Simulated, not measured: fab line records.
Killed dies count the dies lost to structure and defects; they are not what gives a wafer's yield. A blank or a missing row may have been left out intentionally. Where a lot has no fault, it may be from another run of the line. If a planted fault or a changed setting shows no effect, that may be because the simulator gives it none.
fab line records    flow berkeley_cmos170
[record] lots = 15  wafers = 45  last_day = 11
route steps=331 shown GATE@128 PLDD@149
lots with no fault: from the same line, run without faults
start_h: hours from the record's opening day to when the first of the lot's shown wafers began    wait_h: hours since the lot's step before    " as in the row above    L1.1+2: a single row standing in for several wafers    - value missing, or start not given    * or withheld: withheld    < > ~ a bound
route shown NAME@n: names a module that has steps shown in the file, with the first one's number in the route    usual: mean/standard deviation taken from wafers without a fault    same: alike in all rows    chamber/n: place in a boat    sites: per-site readings    _std_site: standard deviation across them    _edge_site: the outer-site mean with the inner-site mean subtracted    radius_mm: for every site, how far away it sits from the centre of the wafer    mask NAME#n: copy n    behind: tool/chamber where the wafer was last shaped    hold: why the lot was held/for how many hours/how that ended    device: the transistor (n, p or np) that didn't switch    end of line: tests of these same wafers at the route's end    a step given without rows: its recipe and nothing more    killed: not the wafer's yield, but the dies lost to structure and defects at the first sort    map: the dies of a wafer, with x for killed, . for not killed, _ for no die there
set.NAME: the setting as run; set.NAME@STEP: as run at that earlier step    model.NAME: the simulator's own value behind a step, which no gauge read
one table for each step of the route and one row for each wafer, over a sample of lots
[[steps]]
[step UCB170_GATE_THK_MEAS_02]
[recipe] reads = SiO2_of_GATE_OXIDATION_01
[usual] GATE_OXIDE_THK = 6.50/0.12
lot.wafer  tool           chamber  start_h  wait_h  GATE_OXIDE_THK[nm]
L864.1     film_metro-03  -        121.58   0.0     6.43
L864.3     "              -        "        "       6.43
L864.5     "              -        "        "       6.45
L863.1     film_metro-01  -        121.64   0.1     6.59
L863.4     "              -        "        "       6.56
L863.6     "              -        "        "       6.58
L865.2     film_metro-01  -        131.02   0.0     6.61
L865.5     "              -        "        "       6.64
L865.6     "              -        "        "       6.57
L866.3     film_metro-03  -        131.05   0.0     6.56
L866.4     "              -        "        "       6.55
L866.6     "              -        "        "       6.54
L867.2     film_metro-03  -        142.34   0.0     6.53
L867.4     "              -        "        "       6.56
L867.6     "              -        "        "       6.56
L869.1     film_metro-03  -        152.33   0.0     6.31
L869.3     "              -        "        "       6.30
L869.5     "              -        "        "       6.38
L877.1     film_metro-03  -        198.07   0.0     6.58
L877.4     "              -        "        "       6.57
L877.5     "              -        "        "       6.53
L878.2     film_metro-01  -        198.08   0.0     6.46
L878.5     "              -        "        "       6.45
L878.6     "              -        "        "       6.40
L879.1     film_metro-02  -        198.13   0.1     6.71
L879.3     "              -        "        "       6.57
L879.6     "              -        "        "       6.67
L881.1     film_metro-03  -        214.11   0.0     6.66
L881.3     "              -        "        "       6.63
L881.6     "              -        "        "       6.65
L882.1     film_metro-01  -        214.11   0.0     6.70
L882.2     "              -        "        "       6.73
L882.4     "              -        "        "       6.73
L880.2     film_metro-02  -        214.12   0.0     6.67
L880.4     "              -        "        "       6.53
L880.6     "              -        "        "       6.50
L883.2     film_metro-01  -        214.18   0.1     6.63
L883.3     "              -        "        "       6.55
L883.5     "              -        "        "       6.56
L884.1     film_metro-03  -        222.16   0.0     6.33
L884.2     "              -        "        "       6.34
L884.6     "              -        "        "       6.33
L885.1     film_metro-01  -        222.22   0.1     6.50
L885.3     "              -        "        "       6.54
L885.4     "              -        "        "       6.53
[step UCB170_GATE_CD_MEAS_90]
[recipe] target_cd_nm = 350
[usual] cd_nm = 350.2/1.4
lot.wafer  tool       chamber  start_h  wait_h  cd_nm
L864.1     cd_sem-01  -        131.39   0.1     352.0
L864.3     "          -        "        "       351.9
L864.5     "          -        "        "       352.3
L863.1     cd_sem-01  -        131.63   0.1     349.0
L863.4     "          -        "        "       348.5
L863.6     "          -        "        "       349.4
L865.2     cd_sem-02  -        137.73   0.1     349.1
L865.5     "          -        "        "       349.0
L865.6     "          -        "        "       348.9
L866.3     cd_sem-02  -        138.07   0.1     350.6
L866.4     "          -        "        "       350.8
L866.6     "          -        "        "       351.4
L867.2     cd_sem-01  -        150.95   0.1     350.7
L867.4     "          -        "        "       350.0
L867.6     "          -        "        "       351.6
L869.1     cd_sem-01  -        158.15   0.1     349.5
L869.3     "          -        "        "       349.3
L869.5     "          -        "        "       350.4
L878.2     cd_sem-01  -        204.37   0.1     351.6
L878.5     "          -        "        "       350.1
L878.6     "          -        "        "       349.6
L879.1     cd_sem-01  -        204.59   0.1     350.9
L879.3     "          -        "        "       349.6
L879.6     "          -        "        "       350.3
L877.1     cd_sem-01  -        204.71   0.1     353.4
L877.4     "          -        "        "       351.2
L877.5     "          -        "        "       352.2
L882.1     cd_sem-01  -        221.66   0.1     348.7
L882.2     "          -        "        "       349.7
L882.4     "          -        "        "       349.4
L880.2     cd_sem-01  -        221.80   0.1     350.7
L880.4     "          -        "        "       349.0
L880.6     "          -        "        "       350.4
L881.1     cd_sem-01  -        221.90   0.1     352.1
L881.3     "          -        "        "       349.8
L881.6     "          -        "        "       350.4
L883.2     cd_sem-02  -        222.03   0.1     350.7
L883.3     "          -        "        "       349.3
L883.5     "          -        "        "       351.8
L884.1     cd_sem-01  -        228.25   0.1     353.1
L884.2     "          -        "        "       353.1
L884.6     "          -        "        "       351.7
L885.1     cd_sem-02  -        228.48   0.1     351.7
L885.3     "          -        "        "       352.4
L885.4     "          -        "        "       350.8
[step UCB170_PLDD_PEB_04]
[recipe] peb_temp_c = 130  peb_time_s = withheld  resist = KrF
[usual] chill_plate_temp_C = 22.99/0.11  exhaust_pa = 45.2/0.89
lot.wafer  tool            chamber  start_h  wait_h  chill_plate_temp_C  exhaust_pa
L863.1     litho_track-04  0        135.81   0.8     22.87               44.3
L863.4     "               0        "        "       23.06               44.6
L863.6     "               0        "        "       22.97               44.4
L864.1     litho_track-02  0        135.82   0.7     23.06               46.0
L864.3     "               0        "        "       23.02               45.0
L864.5     "               0        "        "       23.06               45.8
L865.2     litho_track-02  0        138.74   0.1     23.07               47.2
L865.5     "               0        "        "       22.99               45.8
L865.6     "               0        "        "       23.21               46.5
L866.3     litho_track-02  0        139.07   0.1     22.90               45.6
L866.4     "               0        "        "       23.00               46.8
L866.6     "               0        "        "       23.01               46.4
L867.2     litho_track-04  0        153.59   0.1     22.94               46.5
L867.4     "               0        "        "       22.97               46.4
L867.6     "               0        "        "       23.17               45.7
L869.1     litho_track-01  0        159.14   0.1     23.16               45.1
L869.3     "               0        "        "       23.19               45.6
L869.5     "               0        "        "       23.17               44.8
L878.2     litho_track-04  -        205.76   0.2     -                   -
L878.5     "               -        "        "       -                   -
L878.6     "               -        "        "       -                   -
L879.1     litho_track-02  -        206.11   0.3     -                   -
L879.3     "               -        "        "       -                   -
L879.6     "               -        "        "       -                   -
L877.1     litho_track-02  -        206.38   0.5     -                   -
L877.4     "               -        "        "       -                   -
L877.5     "               -        "        "       -                   -
L882.1     litho_track-04  0        223.44   0.7     22.79               44.8
L882.2     "               0        "        "       22.99               45.4
L882.4     "               0        "        "       22.98               45.3
L880.2     litho_track-04  0        223.74   0.4     22.82               44.5
L880.4     "               0        "        "       22.92               45.1
L880.6     "               0        "        "       22.96               44.7
L881.1     litho_track-02  0        223.89   0.5     22.95               46.0
L881.3     "               0        "        "       23.09               45.3
L881.6     "               0        "        "       23.17               44.7
L883.2     litho_track-02  0        224.19   0.4     22.88               45.2
L883.3     "               0        "        "       22.92               45.2
L883.5     "               0        "        "       22.92               45.1
L885.1     litho_track-02  0        229.60   0.1     22.90               45.3
L885.3     "               0        "        "       23.09               44.6
L885.4     "               0        "        "       22.96               44.2
L884.1     litho_track-04  0        229.72   0.1     22.81               44.7
L884.2     "               0        "        "       23.03               45.1
L884.6     "               0        "        "       23.03               44.5
[step UCB170_PLDD_STRIP_10]
[recipe] chemistry = O2  power_w = 400  pressure_mtorr = 3500  platen_temp_c = withheld  o2_flow_sccm = 400  overash_fraction = 0.5
[usual] drypump_motor_current_A = 5.7/0.53  oes_product_au = 0.735/0.005  strip_time_to_endpoint_s = 21.61/0.077
lot.wafer  tool             chamber  start_h  wait_h  drypump_motor_current_A  oes_product_au  rf_hours_counter_h  strip_time_to_endpoint_s
L863.1     plasma_asher-01  0        136.54   0.1     5.0                      0.737           33                  21.58
L863.4     "                1        "        "       6.3                      0.733           -                   21.56
L863.6     "                1        "        "       6.4                      0.725           -                   21.54
L864.1     plasma_asher-04  0        136.55   0.1     5.7                      0.735           41                  21.57
L864.3     "                1        "        "       5.3                      0.743           -                   21.58
L864.5     "                1        "        "       5.4                      0.720           -                   21.61
L865.2     plasma_asher-04  0        139.45   0.1     5.7                      0.738           41                  21.78
L865.5     "                1        "        "       5.4                      0.741           -                   21.73
L865.6     "                0        "        "       5.7                      0.739           -                   21.68
L866.3     plasma_asher-01  0        139.78   0.1     5.0                      0.735           -                   21.51
L866.4     "                1        "        "       6.4                      0.730           -                   21.57
L866.6     "                1        "        "       6.4                      0.737           -                   21.59
L867.2     plasma_asher-01  0        154.30   0.1     5.0                      0.730           35                  21.78
L867.4     "                0        "        "       4.9                      0.747           -                   21.81
L867.6     "                0        "        "       5.0                      0.733           -                   21.72
L869.1     plasma_asher-01  0        159.87   0.1     4.9                      0.731           36                  21.61
L869.3     "                0        "        "       5.0                      0.739           -                   21.64
L869.5     "                0        "        "       4.9                      0.739           -                   21.65
L878.2     plasma_asher-01  1        206.47   0.1     6.3                      0.737           41                  21.66
L878.5     "                1        "        "       6.3                      0.741           -                   21.64
L878.6     "                0        "        "       4.9                      0.738           -                   21.70
L879.1     plasma_asher-03  0        206.84   0.1     6.2                      0.730           54                  21.66
L879.3     "                1        "        "       5.8                      0.721           -                   21.66
L879.6     "                0        "        "       6.2                      0.735           -                   21.67
L877.1     plasma_asher-01  1        207.11   0.1     6.4                      0.739           41                  21.51
L877.4     "                1        "        "       6.3                      0.725           -                   21.52
L877.5     "                0        "        "       5.0                      0.728           -                   21.53
L882.1     plasma_asher-03  1        224.17   0.1     5.8                      0.733           56                  21.49
L882.2     "                0        "        "       6.2                      0.738           56                  21.48
L882.4     "                0        "        "       6.2                      0.735           -                   21.54
L880.2     plasma_asher-01  1        224.44   0.1     6.4                      0.731           43                  21.62
L880.4     "                1        "        "       6.4                      0.734           -                   21.54
L880.6     "                1        "        "       6.4                      0.732           -                   21.54
L881.1     plasma_asher-04  0        224.62   0.1     5.7                      0.733           51                  21.56
L881.3     "                1        "        "       5.4                      0.743           -                   21.56
L881.6     "                0        "        "       5.7                      0.727           -                   21.47
L883.2     plasma_asher-01  1        224.89   0.1     6.3                      0.729           43                  21.54
L883.3     "                0        "        "       5.0                      0.734           -                   21.59
L883.5     "                1        "        "       6.4                      0.740           -                   21.61
L885.1     plasma_asher-03  1        230.33   0.1     5.8                      0.739           57                  21.58
L885.3     "                1        "        "       5.8                      0.732           -                   21.49
L885.4     "                0        "        "       6.2                      0.737           -                   21.56
L884.1     plasma_asher-04  0        230.45   0.1     5.7                      0.736           51                  21.70
L884.2     "                1        "        "       5.4                      0.745           51                  21.75
L884.6     "                0        "        "       5.7                      0.728           -                   21.67
[[key]]
[first_sign] step = UCB170_PLDD_PEB_04  reading = tool_record  direction = missing
effect none on later readings
met_at UCB170_PLDD_PEB_04
struck_lots L877,L878,L879
sort_left_out L877.1,L877.4,L877.5,L878.2,L878.5,L878.6,L879.1,L879.3,L879.6
tester_left_out L877,L878,L879
not_acting_at UCB170_GATE_THK_MEAS_02,UCB170_GATE_CD_MEAS_90,UCB170_PLDD_STRIP_10
onset_between 153.59 205.76
[fault] kind = skipped_step_whole  tool = litho_track-02,litho_track-04  chamber = -  onset_h = 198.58  steps = UCB170_PLDD_PEB_04  scope = struck_lots_only
// tester_left_out: of these lots the tester's yield and bins aren't shown, on N5 and GAA mostly nor the transistor test; their killed dies are dies lost to structure and defects alone, not to doping, threshold or leakage, so they don't give the yield
// sort_left_out: the simulated sort isn't trusted on such a fault, so these wafers' sort isn't shown, and their yield isn't known
